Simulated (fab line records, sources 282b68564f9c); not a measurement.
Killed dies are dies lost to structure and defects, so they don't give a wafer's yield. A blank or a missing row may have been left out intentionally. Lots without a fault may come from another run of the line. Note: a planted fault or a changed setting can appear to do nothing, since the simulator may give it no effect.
Which of the tools did it?    flow rit-cmos    Sampling: 6 lots, 18 wafers, 3 of 202 route steps

== WHAT EACH GAUGE READ, for each wafer ==
RIT_PLDD_TW_MEAS_10.
lot   measured     on             PLDD_TW
L166  day 3 12:52  film-metro-01  2351 2349 2339
L168  day 3 19:05  film-metro-04  2303 2326 2315
L171  day 4 07:18  film-metro-03  2322 2319 2327
L180  day 6 05:42  film-metro-03  2343 2336 2332
L184  day 6 22:42  film-metro-04  2307 2307 2316
L187  day 7 15:21  film-metro-04  2317 2324 2317

== EACH LOT AND THE TOOL THAT RAN IT (in order: tool; ch and the chambers of the sampled wafers; start) ==
lot   RIT_NRETRO_STRIP_09                  RIT_NLDD_STRIP_09
L166  plasma-asher-03 ch 0,1, day 2 21:03  plasma-asher-04 ch 0,1, day 3 11:09
L168  plasma-asher-04 ch 0,1, day 3 03:38  plasma-asher-04 ch 0,1, day 3 17:22
L171  plasma-asher-03 ch 0,1, day 3 14:23  plasma-asher-04 ch 0,1, day 4 05:35
L180  plasma-asher-03 ch 0,1, day 5 12:29  plasma-asher-04 ch 0,1, day 6 04:08
L184  plasma-asher-03 ch 0,1, day 6 07:53  plasma-asher-01 ch 0,1, day 6 21:06
L187  plasma-asher-03 ch 0,1, day 6 23:23  plasma-asher-03 ch 1, day 7 13:38
- RIT_NRETRO_STRIP_09: strips in O2, time 180 s.
- RIT_NLDD_STRIP_09: strips in O2, time 180 s.

== THE ANSWER, worked out from the rows above alone ==
Rule: usual is defined by the lots themselves. Put in order of their means at a reading, lots are off if they are a third of the lots or fewer, leave a main group of 4 or more, and stand apart from it by a gap of 3 or more times the standard deviation of the main group's means; of several such gaps the widest counts. The tables above print the reading to a certain number of digits; a main group whose means all agree to those digits is not used. Also off: a lot with no number at a reading for which 4 or more lots have one. All remaining lots with rows at the step are treated as sound.
No lot is off on any of the readings shown, so nothing can be concluded from this.

== WHAT THE SIMULATOR PUT IN ==
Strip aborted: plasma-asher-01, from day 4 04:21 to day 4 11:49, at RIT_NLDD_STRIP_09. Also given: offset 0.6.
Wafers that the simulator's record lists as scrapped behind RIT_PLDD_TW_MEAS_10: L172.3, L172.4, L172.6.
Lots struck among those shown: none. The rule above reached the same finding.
